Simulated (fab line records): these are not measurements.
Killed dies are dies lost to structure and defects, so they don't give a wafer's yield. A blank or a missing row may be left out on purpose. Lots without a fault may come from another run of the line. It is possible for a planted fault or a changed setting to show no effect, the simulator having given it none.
A sampling plan put to the test	flow berkeley cmos170	each of the 43 faults these records tell of, on one fab line, judged from the records of the lots it struck
The plan consists of the line's own looks: route steps at which the wafer is read by a gauge or an inspection but not changed. Where struck wafers have a number at a look and the file lists that look's usual mean and standard deviation on fault-free wafers, the look can be judged. Caught: the struck wafers' mean, at a look after the fault's first step, is 4 or more of those standard deviations (sigma) away from the usual mean. On the tool: the same test on the tool's own readings at the fault's steps. It also counts as caught if the struck wafers ran another recipe or if their record alone is blank.

THE FAULTS, as the simulator had put them in
1. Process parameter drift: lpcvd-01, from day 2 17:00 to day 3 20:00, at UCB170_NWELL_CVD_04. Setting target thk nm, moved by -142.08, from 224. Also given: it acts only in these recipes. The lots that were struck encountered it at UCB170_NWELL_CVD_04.
2. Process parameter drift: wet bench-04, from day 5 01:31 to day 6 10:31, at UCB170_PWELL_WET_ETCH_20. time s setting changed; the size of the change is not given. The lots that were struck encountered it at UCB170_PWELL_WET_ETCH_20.
3. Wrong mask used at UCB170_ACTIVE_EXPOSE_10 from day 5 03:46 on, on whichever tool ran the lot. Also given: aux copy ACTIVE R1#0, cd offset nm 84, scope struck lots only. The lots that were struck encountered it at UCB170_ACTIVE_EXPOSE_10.
4. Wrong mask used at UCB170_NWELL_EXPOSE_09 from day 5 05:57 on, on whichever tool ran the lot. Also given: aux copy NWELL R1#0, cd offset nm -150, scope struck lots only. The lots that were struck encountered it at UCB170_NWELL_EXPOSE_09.
5. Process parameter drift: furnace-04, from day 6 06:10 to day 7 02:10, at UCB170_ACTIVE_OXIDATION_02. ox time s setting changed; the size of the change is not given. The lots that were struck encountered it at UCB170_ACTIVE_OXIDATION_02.
6. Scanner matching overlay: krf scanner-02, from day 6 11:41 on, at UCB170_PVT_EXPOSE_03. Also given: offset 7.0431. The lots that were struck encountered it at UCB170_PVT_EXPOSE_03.
7. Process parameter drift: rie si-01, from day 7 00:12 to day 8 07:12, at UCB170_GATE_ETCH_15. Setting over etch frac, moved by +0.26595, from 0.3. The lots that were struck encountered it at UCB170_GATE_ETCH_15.
8. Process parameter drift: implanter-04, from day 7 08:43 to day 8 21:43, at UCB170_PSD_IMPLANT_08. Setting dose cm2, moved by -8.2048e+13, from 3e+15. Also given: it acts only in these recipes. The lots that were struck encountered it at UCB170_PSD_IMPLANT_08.
9. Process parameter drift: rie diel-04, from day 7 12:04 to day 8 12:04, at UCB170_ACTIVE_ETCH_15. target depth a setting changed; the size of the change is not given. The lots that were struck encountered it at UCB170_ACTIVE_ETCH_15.
10. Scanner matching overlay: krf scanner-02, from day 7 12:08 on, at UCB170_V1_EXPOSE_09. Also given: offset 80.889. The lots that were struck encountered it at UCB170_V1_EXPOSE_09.
11. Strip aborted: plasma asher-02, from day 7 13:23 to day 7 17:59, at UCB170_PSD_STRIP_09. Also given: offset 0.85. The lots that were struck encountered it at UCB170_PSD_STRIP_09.
12. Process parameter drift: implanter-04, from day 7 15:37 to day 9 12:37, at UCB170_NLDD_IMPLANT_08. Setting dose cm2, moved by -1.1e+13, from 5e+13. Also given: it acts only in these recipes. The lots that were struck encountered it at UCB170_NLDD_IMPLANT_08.
13. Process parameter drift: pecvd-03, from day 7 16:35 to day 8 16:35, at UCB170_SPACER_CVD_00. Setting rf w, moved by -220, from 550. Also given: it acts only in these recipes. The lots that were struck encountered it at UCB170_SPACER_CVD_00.
14. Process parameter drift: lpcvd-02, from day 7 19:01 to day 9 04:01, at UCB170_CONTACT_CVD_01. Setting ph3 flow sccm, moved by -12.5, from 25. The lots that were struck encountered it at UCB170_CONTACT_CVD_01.
15. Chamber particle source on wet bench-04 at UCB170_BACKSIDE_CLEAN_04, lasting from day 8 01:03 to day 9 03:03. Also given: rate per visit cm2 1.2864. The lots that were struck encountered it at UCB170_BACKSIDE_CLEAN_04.
16. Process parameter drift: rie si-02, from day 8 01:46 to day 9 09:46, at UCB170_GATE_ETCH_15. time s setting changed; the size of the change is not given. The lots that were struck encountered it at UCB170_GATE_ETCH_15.
17. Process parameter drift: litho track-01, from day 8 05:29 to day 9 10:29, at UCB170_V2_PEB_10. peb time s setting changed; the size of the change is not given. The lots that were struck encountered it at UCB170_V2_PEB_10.
18. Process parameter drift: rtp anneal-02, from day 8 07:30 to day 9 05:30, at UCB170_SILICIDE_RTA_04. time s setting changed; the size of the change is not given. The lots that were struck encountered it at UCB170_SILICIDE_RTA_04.
19. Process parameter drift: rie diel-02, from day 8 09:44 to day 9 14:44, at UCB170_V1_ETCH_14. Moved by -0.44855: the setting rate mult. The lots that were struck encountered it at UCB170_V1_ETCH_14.
20. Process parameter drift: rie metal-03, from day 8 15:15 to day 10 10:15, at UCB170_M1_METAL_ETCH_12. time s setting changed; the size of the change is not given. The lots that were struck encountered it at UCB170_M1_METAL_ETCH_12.
21. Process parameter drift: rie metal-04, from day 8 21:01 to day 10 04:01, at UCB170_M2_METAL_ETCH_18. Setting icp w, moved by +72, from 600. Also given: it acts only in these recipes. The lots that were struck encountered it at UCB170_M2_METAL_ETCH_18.
22. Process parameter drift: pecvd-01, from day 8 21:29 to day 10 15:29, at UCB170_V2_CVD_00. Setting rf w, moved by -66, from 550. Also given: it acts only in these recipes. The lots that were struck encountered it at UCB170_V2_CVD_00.
23. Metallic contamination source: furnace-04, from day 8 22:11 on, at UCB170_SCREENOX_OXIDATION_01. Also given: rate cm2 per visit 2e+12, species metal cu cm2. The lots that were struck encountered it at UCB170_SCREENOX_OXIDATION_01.
24. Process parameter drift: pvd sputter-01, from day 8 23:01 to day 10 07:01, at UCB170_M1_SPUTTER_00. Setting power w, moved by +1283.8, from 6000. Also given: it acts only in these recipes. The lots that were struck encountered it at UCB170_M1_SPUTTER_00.
25. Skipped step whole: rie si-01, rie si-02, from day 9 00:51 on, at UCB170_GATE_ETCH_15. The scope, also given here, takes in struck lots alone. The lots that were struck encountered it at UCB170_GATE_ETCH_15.
26. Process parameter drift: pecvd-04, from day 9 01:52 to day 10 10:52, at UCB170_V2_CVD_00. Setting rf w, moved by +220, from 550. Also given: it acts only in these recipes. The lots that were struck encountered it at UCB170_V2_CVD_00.
27. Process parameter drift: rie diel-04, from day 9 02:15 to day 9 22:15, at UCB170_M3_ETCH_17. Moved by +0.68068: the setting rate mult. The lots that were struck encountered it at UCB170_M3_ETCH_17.
28. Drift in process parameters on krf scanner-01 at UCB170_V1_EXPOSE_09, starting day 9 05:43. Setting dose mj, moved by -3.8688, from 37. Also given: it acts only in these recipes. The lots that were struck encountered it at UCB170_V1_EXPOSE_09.
29. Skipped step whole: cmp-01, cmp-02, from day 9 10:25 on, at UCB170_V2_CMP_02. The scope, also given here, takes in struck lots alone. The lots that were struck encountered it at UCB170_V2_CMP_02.
30. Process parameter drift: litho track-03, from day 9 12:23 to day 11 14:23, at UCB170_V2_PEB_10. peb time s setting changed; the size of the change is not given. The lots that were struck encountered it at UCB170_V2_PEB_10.
31. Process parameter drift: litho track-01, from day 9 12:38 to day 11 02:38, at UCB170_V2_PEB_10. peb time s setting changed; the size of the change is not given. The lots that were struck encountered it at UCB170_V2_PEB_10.
32. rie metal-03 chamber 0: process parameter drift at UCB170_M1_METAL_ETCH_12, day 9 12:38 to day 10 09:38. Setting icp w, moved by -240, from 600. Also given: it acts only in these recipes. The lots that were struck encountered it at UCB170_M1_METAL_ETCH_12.
33. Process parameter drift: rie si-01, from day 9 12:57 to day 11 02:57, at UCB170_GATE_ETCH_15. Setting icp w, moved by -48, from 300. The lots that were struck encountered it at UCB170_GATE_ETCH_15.
34. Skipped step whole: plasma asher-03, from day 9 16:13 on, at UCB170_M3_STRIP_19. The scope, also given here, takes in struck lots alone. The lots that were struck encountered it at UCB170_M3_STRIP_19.
35. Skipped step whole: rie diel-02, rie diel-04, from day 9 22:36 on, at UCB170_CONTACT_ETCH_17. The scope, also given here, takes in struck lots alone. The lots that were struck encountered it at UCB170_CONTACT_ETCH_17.
36. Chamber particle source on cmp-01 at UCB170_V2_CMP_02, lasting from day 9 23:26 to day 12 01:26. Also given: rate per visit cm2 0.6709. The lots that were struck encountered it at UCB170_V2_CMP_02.
37. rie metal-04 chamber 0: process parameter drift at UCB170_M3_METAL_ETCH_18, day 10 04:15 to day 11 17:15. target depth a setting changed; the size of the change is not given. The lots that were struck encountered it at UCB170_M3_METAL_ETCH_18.
38. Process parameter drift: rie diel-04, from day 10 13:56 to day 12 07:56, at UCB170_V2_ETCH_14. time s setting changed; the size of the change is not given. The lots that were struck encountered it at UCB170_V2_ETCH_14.
39. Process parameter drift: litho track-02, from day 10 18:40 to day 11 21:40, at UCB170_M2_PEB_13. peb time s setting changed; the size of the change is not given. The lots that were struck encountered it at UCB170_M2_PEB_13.
40. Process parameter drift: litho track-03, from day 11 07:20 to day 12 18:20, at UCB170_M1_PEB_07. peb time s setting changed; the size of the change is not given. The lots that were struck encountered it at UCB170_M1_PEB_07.
41. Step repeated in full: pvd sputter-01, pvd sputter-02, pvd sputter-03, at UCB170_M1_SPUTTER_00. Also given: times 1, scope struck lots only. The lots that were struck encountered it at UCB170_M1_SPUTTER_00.
42. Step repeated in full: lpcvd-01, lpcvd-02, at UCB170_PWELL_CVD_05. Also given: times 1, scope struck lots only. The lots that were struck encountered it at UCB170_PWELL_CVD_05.
43. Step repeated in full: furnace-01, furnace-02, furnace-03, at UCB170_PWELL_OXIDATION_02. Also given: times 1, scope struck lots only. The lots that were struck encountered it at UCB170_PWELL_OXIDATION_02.

WHAT THE PLAN SAW
fault	on the tool itself	first look that catches it	reading, sigma	median hours from its first step to that look	hours from the fault's start to the first struck lot there	judged looks passed uncaught
1	under 2 sigma	UCB170_NWELL_THK_MEAS_05	NWELL_NITRIDE_THK -63	1.9	7	0
2	run length s -8.1 sigma	no look after it can be judged	-	-	-	0
3	no reading that can be judged	UCB170_ACTIVE_CD_MEAS_13	cd nm +64	0.5	1	0
4	no reading that can be judged	not the one look that can be judged after it	-	-	-	1
5	under 2 sigma	UCB170_ACTIVE_THK_MEAS_03	ACTIVE_OXIDE_THK +23	1.4	10	0
6	no reading that can be judged	no look after it can be judged	-	-	-	0
7	oes product au -9.4 sigma	no look after it can be judged	-	-	-	0
8	dose ions cm2 -23 sigma	UCB170_SDANNEAL_RS_MEAS_02	PSD_RS +5.7	3.3	4	0
9	under 2 sigma	not the one look that can be judged after it	-	-	-	1
10	under 2 sigma	UCB170_V1_OVL_MEAS_13	V1_OVL +14	0.9	12	0
11	oes product au -37 sigma	UCB170_NSD_TW_MEAS_10	NSD_TW -99 or beyond	1.7	6	0
12	dose ions cm2 -99 or beyond sigma	UCB170_NLDD_TW_MEAS_11	NLDD_TW -5.9	0.4	13	0
13	rf fwd power W -99 or beyond sigma	UCB170_SPACER_THK_MEAS_01	SPACER_TEOS_THK -10	0.0	12	0
14	ph3 flow sccm -99 or beyond sigma	UCB170_CONTACT_THK_MEAS_02	CONTACT_PSG_THK -7.2	1.8	6	0
15	no reading that can be judged	no look after it can be judged	-	-	-	0
16	run length s -22 sigma	no look after it can be judged	-	-	-	0
17	heater power total W +99 or beyond sigma	UCB170_V2_CD_MEAS_12	cd nm -33	0.3	0	0
18	under 2 sigma	none of the 6 looks that can be judged after it	-	-	-	6
19	oes product au -12 sigma	no look after it can be judged	-	-	-	0
20	run length s +46 sigma	UCB170_M1_CD_MEAS_90	cd nm -6.5	0.3	9	0
21	rf fwd power W +35 sigma	no look after it can be judged	-	-	-	0
22	rf fwd power W -39 sigma	UCB170_V2_CD_MEAS_12	cd nm +5.8	2.1	15	1
23	under 2 sigma	none of the 7 looks that can be judged after it	-	-	-	7
24	cathode dc power W +99 or beyond sigma	UCB170_M1_RS_MEAS_01	M1_AL_RS -22	0.1	0	0
25	the tool's record is blank for the struck wafers	no look after it can be judged	-	-	-	0
26	rf fwd power W +99 or beyond sigma	UCB170_V2_THK_MEAS_01	V2_TEOS_THK +9.5	0.2	8	0
27	oes product au +22 sigma	not the one look that can be judged after it	strongest: cd nm at UCB170_M3_CD_MEAS_90, -3.0	-	-	1
28	exposure dose mJ cm2 -95 sigma	UCB170_V1_CD_MEAS_12	cd nm -11	1.0	1	0
29	the tool's record is blank for the struck wafers	UCB170_V2_THK_MEAS_04	V2_POLISHED_THK +99 or beyond	0.4	1	1
30	no reading that can be judged	UCB170_V2_CD_MEAS_12	cd nm +5.8	0.3	1	0
31	no reading that can be judged	none of the 2 looks that can be judged after it	strongest: cd nm at UCB170_V2_CD_MEAS_12, +3.0	-	-	2
32	rf fwd power W -99 or beyond sigma	UCB170_M1_CD_MEAS_90	cd nm +6.6	0.3	12	0
33	rf fwd power W -43 sigma	no look after it can be judged	-	-	-	0
34	no reading that can be judged	not the one look that can be judged after it	-	-	-	1
35	the tool's record is blank for the struck wafers	no look after it can be judged	-	-	-	0
36	under 2 sigma	none of the 2 looks that can be judged after it	-	-	-	2
37	oes product au +7.4 sigma	no look after it can be judged	-	-	-	0
38	run length s +99 or beyond sigma	not the one look that can be judged after it	strongest: cd nm at UCB170_V2_CD_MEAS_90, +3.1	-	-	1
39	under 2 sigma	UCB170_M2_CD_MEAS_15	cd nm -5.1	0.3	9	0
40	no reading that can be judged	UCB170_M1_CD_MEAS_09	cd nm -6.7	0.3	9	0
41	under 2 sigma	UCB170_M1_RS_MEAS_01	M1_AL_RS -61	0.3	-	0
42	under 2 sigma	UCB170_PWELL_THK_MEAS_06	PWELL_NITRIDE_THK +99 or beyond	5.8	-	0
43	no reading that can be judged	UCB170_PWELL_THK_MEAS_03	PWELL_OXIDE_THK +22	4.0	-	0
A dash: the fault is not caught, or the number is missing from these records.

Caught at a look: 23 of 43. Caught on the tool: 24 of 43. By one or the other: 34 of 43.
Faults 2, 7, 16, 19, 21, 25, 27, 33, 35, 37, 38 were caught on the tool alone.
Caught at a look alone: faults 1, 3, 5, 10, 30, 39, 40, 41, 42, 43.
Caught by neither: faults 4, 6, 9, 15, 18, 23, 31, 34, 36.

THINNER SAMPLING
In the worst case, this is how late the first struck lot would be measured if the look that catches a fault measured only every second or every third lot, by lot number:
fault	struck lots at that look, in order of time	every lot	every second lot	every third lot
1	L852, L851	7 h	7 h	may miss all 2
3	L665	1 h	may miss it	may miss it
5	L978, L977	10 h	10 h	may miss all 2
8	L441, L444	4 h	30 h	may miss all 2
10	L256, L257, L259, L258	12 h	12 h	16 h
11	L966	6 h	may miss it	may miss it
12	L392, L395	13 h	14 h	may miss all 2
13	L509, L511	12 h	may miss all 2	may miss all 2
14	L787, L790	6 h	22 h	may miss all 2
17	L665, L666, L667	0 h	0 h	5 h
20	L218, L219	9 h	10 h	may miss all 2
22	L197, L198	15 h	40 h	may miss all 2
24	L899, L901	0 h	may miss all 2	may miss all 2
26	L511, L512	8 h	9 h	may miss all 2
28	L134, L133, L130, L136	1 h	1 h	may miss all 4
29	L687, L690	1 h	1 h	may miss all 2
30	L104, L111	1 h	48 h	may miss all 2
32	L168, L167	12 h	13 h	may miss all 2
39	L279, L280	9 h	15 h	may miss all 2
40	L464, L463	9 h	11 h	may miss all 2
Hours: fault start to first struck lot measured. 4 sigma limit: tested on the pooled struck wafers, so a lone lot may be under it. Other struck lots may not be in these records.

THE LONGEST TIMED WAY FROM STEP TO LOOK
Fault 42: the median time between UCB170_PWELL_CVD_05 and UCB170_PWELL_THK_MEAS_06 is 5.8 hours. No look between them can be judged.
